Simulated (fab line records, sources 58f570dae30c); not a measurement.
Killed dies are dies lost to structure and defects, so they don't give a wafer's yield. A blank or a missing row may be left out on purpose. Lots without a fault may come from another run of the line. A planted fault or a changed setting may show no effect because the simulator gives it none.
Split-lot experiment | flow berkeley_cmos170 | 5 lots, 23 wafers read, on a route of 331 steps

THE SPLIT
At UCB170_PSD_EXPOSE_03 (exposes mask PSELECT MOD, target cd 1200 nm), the setting dose_mj was moved away from the recipe's 30 on 6 of the 23 wafers read, by -4.5% to -2.9%. The other wafers ran this setting at the recipe's value.

FROM THE SPLIT TO THE READING: what the file shows between them, 2 steps
- UCB170_PSD_PEB_04
- UCB170_PSD_DEVELOP_05: develop time 45 s

THE READING
cd_nm, in nm, at UCB170_PSD_CD_MEAS_06 (target cd 1200 nm). Fault-free wafers of this fab line usually give 1200.4 nm, standard deviation 1.4 nm.

wafer  | tool, chamber at the split | dose_mj as run | against the recipe | cd_nm, nm | against lot-mates on the recipe
L077.1 | krf_scanner-02, 0          | 30             | recipe             | 1198.5    | -
L077.2 | krf_scanner-02, 0          | 30             | recipe             | 1200.6    | -
L077.3 | krf_scanner-02, 0          | 30             | recipe             | 1199.4    | -
L077.4 | krf_scanner-02, 0          | 30             | recipe             | 1200.4    | -
L077.6 | krf_scanner-02, 0          | 30             | recipe             | 1199.1    | -
L080.1 | krf_scanner-01, 0          | 30             | recipe             | 1202.3    | -
L080.2 | krf_scanner-01, 0          | 30             | recipe             | 1200.0    | -
L080.6 | krf_scanner-01, 0          | 30             | recipe             | 1200.9    | -
L082.1 | krf_scanner-01, 0          | 28.64          | -4.5%              | 1192.0    | -7.6
L082.3 | krf_scanner-01, 0          | 28.64          | -4.5%              | 1190.0    | -9.6
L082.4 | krf_scanner-01, 0          | 28.64          | -4.5%              | 1191.4    | -8.2
L082.5 | krf_scanner-01, 0          | 30             | recipe             | 1200.2    | -
L082.6 | krf_scanner-01, 0          | 30             | recipe             | 1198.9    | -
L085.1 | krf_scanner-02, 0          | 30             | recipe             | 1202.8    | -
L085.2 | krf_scanner-02, 0          | 30             | recipe             | 1200.4    | -
L085.3 | krf_scanner-02, 0          | 29.12          | -2.9%              | 1195.6    | -6.0
L085.4 | krf_scanner-02, 0          | 29.12          | -2.9%              | 1196.1    | -5.5
L085.6 | krf_scanner-02, 0          | 29.12          | -2.9%              | 1194.4    | -7.2
L084.1 | krf_scanner-01, 0          | 30             | recipe             | 1199.8    | -
L084.2 | krf_scanner-01, 0          | 30             | recipe             | 1198.1    | -
L084.4 | krf_scanner-01, 0          | 30             | recipe             | 1199.0    | -
L084.5 | krf_scanner-01, 0          | 30             | recipe             | 1199.3    | -
L084.6 | krf_scanner-01, 0          | 30             | recipe             | 1198.7    | -

THE FIT
A straight line over all 23 wafers: cd_nm changes by +1.83 nm for each +1% of dose_mj; r = +0.93; the points scatter about the line by 1.2 nm.
The same after taking each lot's own level away (the mean of its wafers on the recipe; 23 wafers): +1.93 nm for each +1%; r = +0.97; scatter 0.88 nm.
On that fit, the largest move of dose_mj shifts the reading by 8.7 nm.
The lots' own levels span 1198.98 to 1201.60 nm, that is 1.9 times the standard deviation above.
So the lot-to-lot level changes the slope little: the two slopes agree.
Check: with one of the wafers moved furthest among these (-4.5%) left out of the fit, the line predicts -9.15 nm for it against its lot-mates. It came out at -7.55 nm against them.

THE FILE'S OWN FIT
cd_nm changes by +1.94 nm for each +1% of dose_mj, r = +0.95.
